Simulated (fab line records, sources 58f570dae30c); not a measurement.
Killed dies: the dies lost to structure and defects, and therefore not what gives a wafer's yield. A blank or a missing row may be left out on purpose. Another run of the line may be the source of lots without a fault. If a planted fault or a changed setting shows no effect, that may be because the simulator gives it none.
Which tool is to blame? :: flow berkeleyCmos170 :: Sampling: 24 lots, 72 wafers, 6 of 331 route steps

## WHAT THE GAUGES SHOWED, per wafer
UCB170_ACTIVE_THK_MEAS_03. Usual: for ACTIVE_OXIDE_THK the level is 26.5 nm and the standard deviation is 0.55.
lot: L074
measured: day 4 03:13
on: filmMetro-02
ACTIVE_OXIDE_THK (nm): 26.6 26.9 26.2
flag: 

lot: L075
measured: day 4 03:13
on: filmMetro-03
ACTIVE_OXIDE_THK (nm): 25.2 25.8 25.6
flag: 

lot: L076
measured: day 4 03:13
on: filmMetro-01
ACTIVE_OXIDE_THK (nm): 26.7 26.8 27.0
flag: 

lot: L077
measured: day 4 09:39
on: filmMetro-01
ACTIVE_OXIDE_THK (nm): 26.2 26.6 26.1
flag: 

lot: L079
measured: day 4 18:56
on: filmMetro-02
ACTIVE_OXIDE_THK (nm): 26.6 26.2 26.5
flag: 

lot: L078
measured: day 4 18:58
on: filmMetro-03
ACTIVE_OXIDE_THK (nm): 25.9 26.3 25.7
flag: 

lot: L080
measured: day 5 02:25
on: filmMetro-02
ACTIVE_OXIDE_THK (nm): 26.4 26.3 26.3
flag: 

lot: L081
measured: day 5 02:25
on: filmMetro-03
ACTIVE_OXIDE_THK (nm): 25.9 26.2 26.1
flag: 

lot: L082
measured: day 5 18:29
on: filmMetro-02
ACTIVE_OXIDE_THK (nm): 27.2 26.7 27.1
flag: 

lot: L083
measured: day 5 18:31
on: filmMetro-01
ACTIVE_OXIDE_THK (nm): 26.9 26.6 26.4
flag: 

lot: L084
measured: day 5 22:41
on: filmMetro-02
ACTIVE_OXIDE_THK (nm): 27.0 26.5 26.6
flag: 

lot: L086
measured: day 5 22:44
on: filmMetro-03
ACTIVE_OXIDE_THK (nm): 26.9 26.5 26.9
flag: 

lot: L085
measured: day 6 04:08
on: filmMetro-01
ACTIVE_OXIDE_THK (nm): 26.7 27.1 26.8
flag: 

lot: L087
measured: day 6 04:08
on: filmMetro-02
ACTIVE_OXIDE_THK (nm): 25.3 25.9 25.5
flag: 

lot: L088
measured: day 6 17:15
on: filmMetro-03
ACTIVE_OXIDE_THK (nm): 26.1 26.1 26.0
flag: 

lot: L089
measured: day 7 00:11
on: filmMetro-02
ACTIVE_OXIDE_THK (nm): 25.5 26.0 25.8
flag: 

lot: L090
measured: day 7 00:12
on: filmMetro-03
ACTIVE_OXIDE_THK (nm): 26.6 27.1 27.4
flag: 

lot: L091
measured: day 7 07:35
on: filmMetro-01
ACTIVE_OXIDE_THK (nm): 27.3 27.3 27.3
flag: 

lot: L093
measured: day 7 17:44
on: filmMetro-03
ACTIVE_OXIDE_THK (nm): 26.8 26.8 27.0
flag: 

lot: L092
measured: day 7 17:45
on: filmMetro-02
ACTIVE_OXIDE_THK (nm): 25.7 26.1 26.1
flag: 

lot: L094
measured: day 7 23:44
on: filmMetro-03
ACTIVE_OXIDE_THK (nm): 27.2 27.3 27.8
flag: 

lot: L096
measured: day 8 06:11
on: filmMetro-02
ACTIVE_OXIDE_THK (nm): 26.3 26.2 25.7
flag: 

lot: L095
measured: day 8 12:55
on: filmMetro-01
ACTIVE_OXIDE_THK (nm): 26.3 26.6 26.4
flag: 

lot: L097
measured: day 8 12:55
on: filmMetro-02
ACTIVE_OXIDE_THK (nm): 26.9 26.7 27.0
flag: 

UCB170_NLDD_CD_MEAS_06: the cd target is 1200 nm. Usual: cdNm 1200.1 nm, standard deviation 1.6.
lot: L074
measured: day 6 10:09
on: cdSem-02
cdNm (nm): 1203.0 1201.7 1200.3
flag: 

lot: L075
measured: day 6 11:02
on: cdSem-02
cdNm (nm): 1199.9 1202.4 1203.4
flag: 

lot: L076
measured: day 6 10:47
on: cdSem-02
cdNm (nm): 1199.9 1199.5 1198.3
flag: 

lot: L077
measured: day 6 10:16
on: cdSem-02
cdNm (nm): 1198.7 1200.0 1198.6
flag: 

lot: L079
measured: day 6 18:44
on: cdSem-02
cdNm (nm): 1195.8 1197.8 1196.7
flag: 

lot: L078
measured: day 6 19:02
on: cdSem-02
cdNm (nm): 1200.0 1199.7 1200.2
flag: 

lot: L080
measured: day 7 09:11
on: cdSem-02
cdNm (nm): 1201.0 1201.7 1200.4
flag: 

lot: L081
measured: day 7 08:57
on: cdSem-02
cdNm (nm): 1199.5 1200.1 1200.6
flag: 

lot: L082
measured: day 8 02:17
on: cdSem-01
cdNm (nm): 1202.4 1203.2 1201.1
flag: 

lot: L083
measured: day 8 00:52
on: cdSem-01
cdNm (nm): 1199.1 1199.5 1199.2
flag: 

lot: L084
measured: day 8 02:03
on: cdSem-01
cdNm (nm): 1199.7 1200.6 1200.0
flag: 

lot: L086
measured: day 8 01:21
on: cdSem-01
cdNm (nm): 1202.6 1202.6 1203.1
flag: 

lot: L085
measured: day 8 01:41
on: cdSem-01
cdNm (nm): 1200.6 1199.7 1200.7
flag: 

lot: L087
measured: day 8 01:57
on: cdSem-01
cdNm (nm): 1200.1 1199.6 1200.4
flag: 

lot: L088
measured: day 8 23:56
on: cdSem-02
cdNm (nm): 1201.7 1201.0 1202.2
flag: 

lot: L089
measured: day 9 00:34
on: cdSem-02
cdNm (nm): 1198.7 1199.7 1199.1
flag: 

lot: L090
measured: day 9 00:21
on: cdSem-01
cdNm (nm): 1198.7 1200.5 1199.8
flag: 

lot: L091
measured: day 9 11:37
on: cdSem-02
cdNm (nm): 1198.3 1200.4 1200.6
flag: 

lot: L093
measured: day 10 02:46
on: cdSem-02
cdNm (nm): 1197.8 1197.1 1198.1
flag: 

lot: L092
measured: day 10 03:05
on: cdSem-01
cdNm (nm): 1198.7 1198.8 1199.0
flag: 

lot: L094
measured: day 10 15:40
on: cdSem-01
cdNm (nm): 1198.6 1199.4 1199.8
flag: 

lot: L096
measured: day 10 15:58
on: cdSem-01
cdNm (nm): 1200.4 1200.9 1199.7
flag: 

lot: L095
measured: day 11 00:53
on: cdSem-01
cdNm (nm): 1200.7 1201.6 1200.7
flag: 

lot: L097
measured: day 11 01:03
on: cdSem-02
cdNm (nm): 1200.4 1199.5 1200.3
flag: 

UCB170_NSD_TW_MEAS_10. Usual: for NSD_TW the level is 4148 and the standard deviation is 42.
lot: L074
measured: day 6 18:39
on: filmMetro-03
NSD_TW: 4072 4072 4082
flag: 

lot: L075
measured: day 6 19:40
on: filmMetro-02
NSD_TW: 4185 4176 4171
flag: 

lot: L076
measured: day 6 19:02
on: filmMetro-02
NSD_TW: 4171 4159 4183
flag: 

lot: L077
measured: day 6 19:19
on: filmMetro-02
NSD_TW: 4178 4195 4158
flag: 

lot: L079
measured: day 7 03:21
on: filmMetro-01
NSD_TW: 4186 4167 4172
flag: 

lot: L078
measured: day 7 03:29
on: filmMetro-02
NSD_TW: 4178 4176 4186
flag: 

lot: L080
measured: day 7 17:31
on: filmMetro-01
NSD_TW: 4183 4169 4173
flag: 

lot: L081
measured: day 7 17:11
on: filmMetro-02
NSD_TW: 4185 4214 4193
flag: 

lot: L082
measured: day 8 10:19
on: filmMetro-01
NSD_TW: 4165 4141 4160
flag: 

lot: L083
measured: day 8 09:31
on: filmMetro-02
NSD_TW: 4163 4157 4154
flag: 

lot: L084
measured: day 8 10:34
on: filmMetro-03
NSD_TW: 4072 4095 4073
flag: 

lot: L086
measured: day 8 09:48
on: filmMetro-01
NSD_TW: 4164 4135 4167
flag: 

lot: L085
measured: day 8 10:04
on: filmMetro-03
NSD_TW: 4067 4087 4092
flag: 

lot: L087
measured: day 8 10:05
on: filmMetro-02
NSD_TW: 4133 4151 4147
flag: 

lot: L088
measured: day 9 07:36
on: filmMetro-03
NSD_TW: 4076 4075 4092
flag: 

lot: L089
measured: day 9 08:03
on: filmMetro-01
NSD_TW: 4217 4185 4176
flag: 

lot: L090
measured: day 9 07:44
on: filmMetro-01
NSD_TW: 4164 4177 4172
flag: 

lot: L091
measured: day 9 19:21
on: filmMetro-03
NSD_TW: 4077 4086 4100
flag: 

lot: L093
measured: day 10 10:49
on: filmMetro-03
NSD_TW: 4106 4121 4131
flag: 

lot: L092
measured: day 10 11:09
on: filmMetro-02
NSD_TW: 4175 4152 4159
flag: 

lot: L094
measured: day 11 02:07
on: filmMetro-03
NSD_TW: 4091 4080 4110
flag: 

lot: L096
measured: day 11 02:31
on: filmMetro-02
NSD_TW: 4151 4163 4163
flag: 

lot: L095
measured: day 11 09:54
on: filmMetro-02
NSD_TW: 4196 4200 4173
flag: 

lot: L097
measured: day 11 10:06
on: filmMetro-01
NSD_TW: 4202 4177 4187
flag: 

UCB170_SILICIDE_RS_MEAS_02: the measuring method here is four-point-probe. Usual: for SILICIDE_TI_RS the level is 26.1 ohm/sq and the standard deviation is 0.38.
lot: L074
measured: day 6 20:29
on: filmMetro-04
SILICIDE_TI_RS (ohm/sq): 26.4 26.2 26.4
flag: 

lot: L075
measured: day 6 21:29
on: filmMetro-04
SILICIDE_TI_RS (ohm/sq): 26.3 26.2 26.1
flag: 

lot: L076
measured: day 6 20:50
on: filmMetro-04
SILICIDE_TI_RS (ohm/sq): 25.7 26.1 26.0
flag: 

lot: L077
measured: day 6 21:11
on: filmMetro-03
SILICIDE_TI_RS (ohm/sq): 26.2 25.8 26.2
flag: 

lot: L079
measured: day 7 05:19
on: filmMetro-03
SILICIDE_TI_RS (ohm/sq): 26.0 26.5 26.4
flag: 

lot: L078
measured: day 7 05:34
on: filmMetro-04
SILICIDE_TI_RS (ohm/sq): 25.8 26.0 25.9
flag: 

lot: L080
measured: day 7 19:29
on: filmMetro-04
SILICIDE_TI_RS (ohm/sq): 26.4 26.0 26.8
flag: 

lot: L081
measured: day 7 18:57
on: filmMetro-04
SILICIDE_TI_RS (ohm/sq): 26.5 26.1 25.6
flag: 

lot: L082
measured: day 8 12:12
on: filmMetro-01
SILICIDE_TI_RS (ohm/sq): 26.2 25.8 26.3
flag: 

lot: L083
measured: day 8 11:14
on: filmMetro-04
SILICIDE_TI_RS (ohm/sq): 25.1 25.8 26.0
flag: 

lot: L084
measured: day 8 12:14
on: filmMetro-04
SILICIDE_TI_RS (ohm/sq): 26.1 25.7 25.7
flag: 

lot: L086
measured: day 8 11:33
on: filmMetro-04
SILICIDE_TI_RS (ohm/sq): 25.9 25.9 25.9
flag: 

lot: L085
measured: day 8 11:47
on: filmMetro-04
SILICIDE_TI_RS (ohm/sq): 27.1 26.3 26.3
flag: 

lot: L087
measured: day 8 11:59
on: filmMetro-04
SILICIDE_TI_RS (ohm/sq): 26.4 26.6 26.7
flag: 

lot: L088
measured: day 9 09:50
on: filmMetro-04
SILICIDE_TI_RS (ohm/sq): 25.7 25.3 25.2
flag: 

lot: L089
measured: day 9 10:20
on: filmMetro-01
SILICIDE_TI_RS (ohm/sq): 25.6 26.1 25.7
flag: 

lot: L090
measured: day 9 10:03
on: filmMetro-04
SILICIDE_TI_RS (ohm/sq): 26.9 26.8 26.9
flag: 

lot: L091
measured: day 9 21:02
on: filmMetro-03
SILICIDE_TI_RS (ohm/sq): 26.5 26.4 26.6
flag: 

lot: L093
measured: day 10 15:24
on: filmMetro-01
SILICIDE_TI_RS (ohm/sq): 26.2 26.0 26.1
flag: 

lot: L092
measured: day 10 15:26
on: filmMetro-03
SILICIDE_TI_RS (ohm/sq): 26.2 26.1 25.8
flag: 

lot: L094
measured: day 11 07:20
on: filmMetro-03
SILICIDE_TI_RS (ohm/sq): 25.9 26.1 26.0
flag: 

lot: L096
measured: day 11 07:20
on: filmMetro-04
SILICIDE_TI_RS (ohm/sq): 26.1 26.5 26.5
flag: 

lot: L095
measured: day 11 15:04
on: filmMetro-04
SILICIDE_TI_RS (ohm/sq): 25.8 26.1 26.0
flag: 

lot: L097
measured: day 11 15:04
on: filmMetro-01
SILICIDE_TI_RS (ohm/sq): 26.7 26.8 26.6
flag: 

UCB170_CONTACT_OVL_MEAS_16. Usual: for CONTACT_OVL the level is 3 nm and the standard deviation is 4.9.
lot: L074
measured: day 7 00:47
on: overlay-01
CONTACT_OVL (nm): 1 -7 -3
flag: 

lot: L075
measured: day 7 02:00
on: overlay-02
CONTACT_OVL (nm): 3 0 5
flag: 

lot: L076
measured: day 7 01:46
on: overlay-02
CONTACT_OVL (nm): 11 4 14
flag: 

lot: L077
measured: day 7 02:25
on: overlay-01
CONTACT_OVL (nm): -6 1 4
flag: 

lot: L079
measured: day 7 10:55
on: overlay-01
CONTACT_OVL (nm): 9 6 13
flag: 

lot: L078
measured: day 7 12:06
on: overlay-01
CONTACT_OVL (nm): 3 2 4
flag: 

lot: L080
measured: day 8 05:26
on: overlay-01
CONTACT_OVL (nm): 10 -7 3
flag: 

lot: L081
measured: day 7 23:47
on: overlay-02
CONTACT_OVL (nm): 4 11 -1
flag: 

lot: L082
measured: day 8 18:24
on: overlay-01
CONTACT_OVL (nm): 6 1 7
flag: 

lot: L083
measured: day 8 15:27
on: overlay-02
CONTACT_OVL (nm): -2 6 -1
flag: 

lot: L084
measured: day 8 18:31
on: overlay-02
CONTACT_OVL (nm): 1 6 6
flag: 

lot: L086
measured: day 8 17:59
on: overlay-01
CONTACT_OVL (nm): 6 4 5
flag: 

lot: L085
measured: day 8 18:07
on: overlay-02
CONTACT_OVL (nm): 6 3 4
flag: 

lot: L087
measured: day 8 18:10
on: overlay-02
CONTACT_OVL (nm): 2 -3 3
flag: 

lot: L088
measured: day 9 14:02
on: overlay-02
CONTACT_OVL (nm): 2 12 3
flag: 

lot: L089
measured: day 9 16:13
on: overlay-01
CONTACT_OVL (nm): 6 11 16
flag: 

lot: L090
measured: day 9 14:29
on: overlay-01
CONTACT_OVL (nm): -1 -5 -4
flag: 

lot: L091
measured: day 10 01:35
on: overlay-02
CONTACT_OVL (nm): 4 5 4
flag: 

lot: L093
measured: day 10 22:17
on: overlay-01
CONTACT_OVL (nm): 7 7 7
flag: 

lot: L092
measured: day 10 22:01
on: overlay-02
CONTACT_OVL (nm): 4 4 1
flag: 

lot: L094
measured: day 11 15:23
on: overlay-01
CONTACT_OVL (nm): -5 12 8
flag: 

lot: L096
measured: day 11 15:11
on: overlay-01
CONTACT_OVL (nm): 0 0 -5
flag: 

lot: L095
measured: day 11 20:37
on: overlay-01
CONTACT_OVL (nm): 7 12 5
flag: 

lot: L097
measured: day 11 20:15
on: overlay-02
CONTACT_OVL (nm): 3 2 3
flag: 

UCB170_M2_CD_MEAS_90: the cd target is 700 nm. Usual: cdNm 702 nm, standard deviation 3.1.
lot: L074
measured: day 7 12:14
on: cdSem-02
cdNm (nm): 704 699 703
flag: 

lot: L075
measured: day 7 13:48
on: cdSem-02
cdNm (nm): 700 702 704
flag: 

lot: L076
measured: day 7 13:26
on: cdSem-02
cdNm (nm): 697 697 699
flag: 

lot: L077
measured: day 7 13:55
on: cdSem-02
cdNm (nm): 699 698 697
flag: 

lot: L079
measured: day 8 01:05
on: cdSem-01
cdNm (nm): 705 702 701
flag: 

lot: L078
measured: day 8 01:28
on: cdSem-01
cdNm (nm): 699 699 700
flag: 

lot: L080
measured: day 8 19:34
on: cdSem-02
cdNm (nm): 696 703 699
flag: 

lot: L081
measured: day 8 11:52
on: cdSem-01
cdNm (nm): 696 697 703
flag: 

lot: L082
measured: day 9 06:26
on: cdSem-02
cdNm (nm): 701 706 706
flag: 

lot: L083
measured: day 9 06:10
on: cdSem-01
cdNm (nm): 699 705 701
flag: 

lot: L084
measured: day 9 06:34
on: cdSem-02
cdNm (nm): 696 701 701
flag: 

lot: L086
measured: day 9 05:08
on: cdSem-02
cdNm (nm): 702 702 704
flag: 

lot: L085
measured: day 9 05:50
on: cdSem-01
cdNm (nm): 700 700 700
flag: 

lot: L087
measured: day 9 06:59
on: cdSem-01
cdNm (nm): 700 699 698
flag: 

lot: L088
measured: day 10 02:31
on: cdSem-01
cdNm (nm): 703 699 702
flag: 

lot: L089
measured: day 10 03:17
on: cdSem-01
cdNm (nm): 706 705 694
flag: 

lot: L090
measured: day 10 03:02
on: cdSem-02
cdNm (nm): 702 702 699
flag: 

lot: L091
measured: day 10 13:16
on: cdSem-02
cdNm (nm): 707 704 703
flag: 

lot: L093
measured: day 11 11:27
on: cdSem-02
cdNm (nm): 700 701 702
flag: 

lot: L092
measured: day 11 11:14
on: cdSem-01
cdNm (nm): 709 705 704
flag: 

lot: L094
measured: day 12 03:16
on: cdSem-02
cdNm (nm): 706 699 700
flag: 

lot: L096
measured: day 12 03:09
on: cdSem-02
cdNm (nm): 702 702 703
flag: 

lot: L095
measured: day 12 14:21
on: cdSem-01
cdNm (nm): 705 704 707
flag: 

lot: L097
measured: day 12 06:53
on: cdSem-02
cdNm (nm): 705 700 699
flag: 

## WHICH TOOL RAN EACH LOT (tool, then ch and the chambers of the sampled wafers, then the start)
The record holds no process step before these readings.

## WHAT THE TOOLS THEMSELVES READ (means of the sampled wafers that have a number; where no wafer has one, the mark that the record gives instead)
The record holds no such reading with a usual standard deviation.

## THE ANSWER, worked out from the rows above alone
Rule: take the mean of a lot's wafers that have a number; if it is more than 3 standard deviations from the usual mean, the lot is off. A lot without any number at a reading at which 4 lots or more have one is off too. Where the step has rows for the other lots, those lots are counted as sound. Order of review: gauges by route order, followed by the tools' own readings, for which a lot's mean as printed above is used. At the first step where some lot is off, the reading lying furthest off is the one used; lots without a number count as furthest.
Across all readings shown, no lot is off: no conclusion can be drawn from this.

## WHAT THE SIMULATOR HAD PUT IN
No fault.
